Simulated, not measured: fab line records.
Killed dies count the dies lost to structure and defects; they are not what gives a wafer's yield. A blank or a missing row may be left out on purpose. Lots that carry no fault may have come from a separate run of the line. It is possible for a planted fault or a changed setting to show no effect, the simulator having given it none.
Which tool did it? :: flow ritCmos :: Sampling: 7 lots, 21 wafers, 2 of 202 route steps

== WHAT THE GAUGES READ, wafer by wafer ==
RIT_GATE_THK_MEAS_09.
lot: L118
measured: day 3 03:09
on: filmMetro-03
GATE_POLY_THK (nm): 245.9 246.8 246.1

lot: L120
measured: day 3 10:31
on: filmMetro-04
GATE_POLY_THK (nm): 250.9 249.6 252.2

lot: L122
measured: day 3 19:07
on: filmMetro-02
GATE_POLY_THK (nm): 252.5 252.9 251.3

lot: L125
measured: day 4 10:27
on: filmMetro-02
GATE_POLY_THK (nm): 250.4 250.1 252.1

lot: L131
measured: day 5 21:26
on: filmMetro-03
GATE_POLY_THK (nm): 121.1 120.2 124.5

lot: L133
measured: day 6 06:13
on: filmMetro-04
GATE_POLY_THK (nm): 246.5 247.6 247.3

lot: L139
measured: day 7 14:05
on: filmMetro-03
GATE_POLY_THK (nm): 248.9 249.5 249.4

== EACH LOT AND THE TOOL THAT RAN IT (in order: tool; ch and the chambers of the sampled wafers; start) ==
lot: L118
RIT_GATE_CVD_08: lpcvd-02 ch 1, day 3 01:31

lot: L120
RIT_GATE_CVD_08: lpcvd-02 ch 1, day 3 08:53

lot: L122
RIT_GATE_CVD_08: lpcvd-02 ch 0, day 3 17:29

lot: L125
RIT_GATE_CVD_08: lpcvd-01 ch 0, day 4 08:49

lot: L131
RIT_GATE_CVD_08: lpcvd-01 ch 0, day 5 19:49

lot: L133
RIT_GATE_CVD_08: lpcvd-02 ch 0, day 6 04:37

lot: L139
RIT_GATE_CVD_08: lpcvd-02 ch 1, day 7 12:28
- RIT_GATE_CVD_08: deposits poly-Si from SiH4, target thk 250 nm, time 2220 s.

== THE ANSWER, worked out from the rows above alone ==
Rule: usual is defined by the lots themselves. The widest of any qualifying gaps counts: lots, ordered by their means at a reading, are off when they make up no more than a third of the lots, leave a main group of 4 or more, and stand apart from it by 3 or more times the standard deviation of that group's means. A main group whose means are all the same, to the digits that the tables above print for the reading, isn't used. A lot without any number at a reading at which 4 lots or more have one is off too. Any other lot the step has rows for is counted as sound.
Off: L131, at RIT_GATE_THK_MEAS_09 (GATE_POLY_THK). Main group: mean 249.4 nm, sd 2.1.
A tool fits if, at a process step before that reading, it ran every lot that is off, and no sound lot after the first of them. Those tools and the gauges at RIT_GATE_THK_MEAS_09 are tried in the same way. One candidate fits, namely lpcvd-01 at RIT_GATE_CVD_08. Its last sound lot is L125 (day 4 08:49), its first lot that is off L131 (day 5 19:49): a fault that began between those two fits.

== WHAT HAD BEEN PUT IN BY THE SIMULATOR ==
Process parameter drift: lpcvd-01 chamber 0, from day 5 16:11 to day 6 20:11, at RIT_GATE_CVD_08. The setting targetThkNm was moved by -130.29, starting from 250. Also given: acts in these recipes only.
Shown lots that were struck: L131. The same result came from the rule above.
